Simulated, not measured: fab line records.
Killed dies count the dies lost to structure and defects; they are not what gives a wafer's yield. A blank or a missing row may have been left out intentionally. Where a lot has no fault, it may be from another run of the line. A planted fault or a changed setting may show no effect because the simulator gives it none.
2 desks, one fault    flow ritCmos    only its own numbers are on each desk; what lay behind them is given at the end

## AT THE TOOL OWNER'S DESK: lpcvd-01
The tool's own readings at RIT_SPACER_CVD_03 (deposits Si3N4 from SiH2Cl2/NH3, target thk 250 nm, time 3300 s): means of the sampled wafers that have a number, for each lot that ran on this tool. The brackets show how far a lot's mean lies from the usual mean; more than 4 standard deviations puts the lot out of limits, marked OUT.
Columns: A = zonePowerLoadPct at RIT_SPACER_CVD_03, usual 22.3 %
lot   first seen here  A
L908  day 3 02:50      23.3
L916  day 4 17:22      23.2
L918  day 5 03:45      23.2
L919  day 5 08:59      22.9
L920  day 5 13:21      23.2
L924  day 6 09:42      22.9
Finding of this desk: none of the 6 lots has anything out of limits.

## THE METROLOGY DESK
What the gauges read, lot by lot, whatever tool the lot ran on: means of the sampled wafers that have a number. The brackets show how far a lot's mean lies from the usual mean; more than 4 standard deviations puts the lot out of limits, marked OUT.
Columns: A = NWELL_RS at RIT_WELLDRIVE_RS_MEAS_01, usual 275.4 ohm/sq; B = SPACER_NITRIDE_THK at RIT_SPACER_THK_MEAS_04, usual 248.3 nm; C = SILICIDE_TI_THK at RIT_SILICIDE_THK_MEAS_03, usual 29.07 nm; D = cdNm at RIT_CONTACT_CD_MEAS_90, usual 999.5 nm
lot   first seen here  A      B                C      D
L908  day 2 11:40      274.7  249.9            28.99  1000.7
L910  day 2 18:59      276.0  246.1            29.57  1000.6
L913  day 3 11:20      274.9  248.9            29.23  997.0
L914  day 3 14:59      276.5  245.9            29.19  999.7
L915  day 3 19:53      275.4  248.9            28.93  1000.3
L916  day 4 00:52      276.1  248.3            28.67  997.1
L917  day 4 05:55      275.1  248.2            29.01  999.3
L918  day 4 10:59      275.2  250.6            29.24  1000.9
L919  day 4 16:43      276.2  247.5            29.35  997.8
L920  day 4 21:48      276.2  350.0 (+51) OUT  -      -
L924  day 5 16:54      276.3  342.3 (+47) OUT  -      -
L925  day 5 22:47      275.4  246.5            29.49  999.3
L928  day 6 13:30      275.7  247.3            28.72  996.1
L929  day 6 18:44      275.7  249.4            28.77  999.2
Finding of this desk: L920, L924 out of limits, first seen on L920 at day 5 15:17 (SPACER_NITRIDE_THK at RIT_SPACER_THK_MEAS_04). In limits: L908, L910, L913, L914, L915, L916, L917, L918, L919, L925, L928, L929.

## ALL TOGETHER
An alarm was possible from the metrology desk at day 5 15:17, on L920, L924.
Nothing out of limits was seen by the tool owner's desk.
On record at the tool owner's desk: L920, L924, within its limits.
Of the lots named, all ran RIT_SPACER_CVD_03 on lpcvd-01.

## WHAT THE SIMULATOR HAD INSERTED
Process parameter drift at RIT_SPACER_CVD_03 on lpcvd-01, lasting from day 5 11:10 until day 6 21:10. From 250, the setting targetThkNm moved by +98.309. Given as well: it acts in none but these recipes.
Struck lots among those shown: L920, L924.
Delay in hours, fault start to first out-of-limits reading, per desk: metrology desk 4.
